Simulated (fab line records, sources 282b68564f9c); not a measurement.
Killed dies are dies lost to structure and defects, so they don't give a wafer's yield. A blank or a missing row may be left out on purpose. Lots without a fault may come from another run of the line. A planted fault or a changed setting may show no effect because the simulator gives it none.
Problem report in the 8D (eight disciplines) form, filled by code | flow rit_cmos | the parts of the form that need people (team, actions taken, sign-off) are left out

1. THE PROBLEM
cd_nm at RIT_GATE_CD_MEAS_16 reads a mean of 136.7 nm on 6 wafers of 2 lots; wafers without a fault read 149.7 nm with a standard deviation of 2.2. That is -5.9 standard deviations from the usual mean.
The step: target cd 150 nm.
First seen on wafer L292.1, day 5 13:06, on cd_sem-02. The record holds 42 wafers of 14 lots with a number at this step. Rule for "out", or "out of limits": more than 4 standard deviations from the usual mean. The other wafers with a number count as sound.

2. WHAT IT IS AND WHAT IT IS NOT
question                    | is                     | is not
which readings at this step | cd_nm                  | -
which lots                  | L292, L293             | L280, L281, L282, L283, L284, L285, L286, L287, L288, L289, L295, L301
which wafers of those lots  | all that have a number | -
read on which gauges        | cd_sem-02              | cd_sem-01
when                        | from day 5 13:06       | up to then (30 sound wafers); but 6 sound wafers of L295, L301 came after

3. SUSPECTS, AND WHAT RULES EACH OUT
Counting: a tool at a process step up to the reading stays a suspect if it ran every lot that is out and no sound lot after the first of them.
- the gauge at RIT_GATE_CD_MEAS_16: ruled out. All the wafers that are out were read on cd_sem-02, but those of them that RIT_GATE_DEVELOP_15 has rows for are out there too, on other tools.
- litho_track-01 at RIT_GATE_DEVELOP_15 (develop time 50.85 s): kept. It ran every lot that is out, first L292 (day 5 12:00), and no sound lot after that; its last sound lot up to then is L289 (day 4 21:00). Its own readings are out on those wafers: developer_temp_C.
Left after counting: litho_track-01 at RIT_GATE_DEVELOP_15.

4. THE CAUSE (what the simulator had put in)
Process parameter drift: litho_track-01, from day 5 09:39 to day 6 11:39, at RIT_GATE_DEVELOP_15. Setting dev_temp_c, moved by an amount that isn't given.
Counting left only this tool.

5. THE CHAIN OF EFFECTS, in route order
Each row: a reading whose mean over the struck wafers that have a number lies more than 3 standard deviations from the usual. Only readings for which the record gives a usual standard deviation are gone through. hours: the time from each lot's start at the first step in this table that gives one to its start at this step, as a median over the lots. sigmas: the change in usual standard deviations.
hours | step                | reading          | usual    | on struck wafers | change | sigmas
0     | RIT_GATE_DEVELOP_15 | developer_temp_C | 23.00 C  | 20.72            | -2.28  | -21
1     | RIT_GATE_CD_MEAS_16 | cd_nm            | 149.7 nm | 136.7            | -13.0  | -5.9
The process steps in it:
- RIT_GATE_DEVELOP_15: develop time 50.85 s.

6. WHAT WOULD HAVE CAUGHT IT SOONER
In this record the first reading out of limits at a measuring or inspecting step was taken at day 5 13:06, 3 hours after the fault began at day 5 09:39.
The tool's own readings at RIT_GATE_DEVELOP_15 were out on every struck wafer that the step has a row for (developer_temp_C): an alarm limit on them would have fired on the first of those.
Of the lots that are out (2), L293 began RIT_GATE_DEVELOP_15 on litho_track-01 after day 5 13:06. A hold on the tool at that time would have spared it.
